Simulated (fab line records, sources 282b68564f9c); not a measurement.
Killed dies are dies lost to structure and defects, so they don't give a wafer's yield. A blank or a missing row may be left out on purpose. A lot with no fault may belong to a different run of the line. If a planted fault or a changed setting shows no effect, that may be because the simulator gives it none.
Comparing a struck lot with a sound one    flow ritCmos    21 out of 202 route steps
Sound: these wafers, L635.1, L635.3, L635.6. The struck wafers were L650.1, L650.3, L650.6. Last of all comes the cause.
For every step that has rows: the tool of each side, followed by ch and its chambers, followed by its first start. Under that, the readings that differ: sound wafers    struck wafers    difference of the means    sigmas: that difference in standard deviations of wafers without a fault.
alike: readings with means less than 2 such deviations apart, plus words and numbers identical on both sides. not compared: withheld readings, readings lacking a value on some wafer, bounds such as >300 that could conceal the same value, and numbers that have no deviation in the record and whose values overlap.
Wherever a step has rows on one side only, a row that says differs or no value, or a row with sigmas, the two part there. Non-overlapping numbers with no deviation appear without sigmas and do not part them. Lack of a reading on every wafer of one side parts them only where that side has two or more wafers.

first, 6 steps without rows for these wafers: RIT_NWELL_HMDS_00 (prime time 60 s); RIT_NWELL_COAT_01 (resist thk 1300 nm); RIT_NWELL_SOFTBAKE_02 (time 60 s); RIT_NWELL_EXPOSE_03 (exposes mask M2, target cd 43900 nm); RIT_NWELL_PEB_04; RIT_NWELL_DEVELOP_05 (develop time 68 s).
RIT_NWELL_OVL_MEAS_06:
  sound: overlay-01 at day 3 17:19; struck: overlay-01 at day 6 16:10
  alike: NWELL_OVL
then, 2 steps without rows for these wafers: RIT_NWELL_HARDBAKE_07 (time 120 s); RIT_NWELL_IMPLANT_08.
RIT_NWELL_STRIP_09: strips in O2, time 180 s.
  sound on plasmaAsher-03 ch 0,1, day 3 17:45; struck on plasmaAsher-02 ch 0,1, day 6 16:35
  alike: drypumpMotorCurrentA
  not compared: rfHoursCounterH
RIT_NWELL_TW_MEAS_10:
  sound: filmMetro-04 at day 3 17:55; struck: filmMetro-04 at day 6 16:46
  alike: NWELL_TW
then, 1 step without rows for these wafers: RIT_PWELL_HMDS_00 (prime time 60 s).
RIT_PWELL_COAT_01: resist thk 1300 nm.
  sound on lithoTrack-04 ch 0, day 3 18:08; struck on lithoTrack-01 ch 0, day 6 16:59
reading                                    sound                 struck                difference  sigmas
spinSpeedRpm (rpm)                         2000.6 2000.0 2000.0  1745.9 1744.0 1742.7  -256.0      -99 or more
model.NOVOLAK_of_PWELL_COAT_01.thkNm (nm)  1309 1312 1312        1394 1394 1393        +83         
then, 4 steps without rows for these wafers: RIT_PWELL_SOFTBAKE_02 (time 60 s); RIT_PWELL_EXPOSE_03 (exposes mask M3, target cd 43700 nm); RIT_PWELL_PEB_04; RIT_PWELL_DEVELOP_05 (develop time 68 s).
RIT_PWELL_OVL_MEAS_06:
  sound: overlay-02 at day 3 18:59; struck: overlay-02 at day 6 17:43
  alike: PWELL_OVL
RIT_PWELL_HARDBAKE_07: time 120 s.
  sound on lithoTrack-04 ch 0, day 3 19:02; struck on lithoTrack-03 ch 0, day 6 17:45
reading                                    sound           struck          difference  sigmas
model.NOVOLAK_of_PWELL_COAT_01.thkNm (nm)  1145 1147 1148  1218 1218 1217  +71         
then, 1 step without rows for these wafers: RIT_PWELL_IMPLANT_08.
RIT_M1_PROBE_99:
  sound wafers here have rows in the record (prober-01, day 5 11:26); struck ones have none

== WHERE THEY PART ==
At RIT_PWELL_COAT_01 first; at RIT_M1_PROBE_99 last (within this record only).

WHY: the cause the simulator had injected
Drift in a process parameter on lithoTrack-01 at RIT_PWELL_COAT_01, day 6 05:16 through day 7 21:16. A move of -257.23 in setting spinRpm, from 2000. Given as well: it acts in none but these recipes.
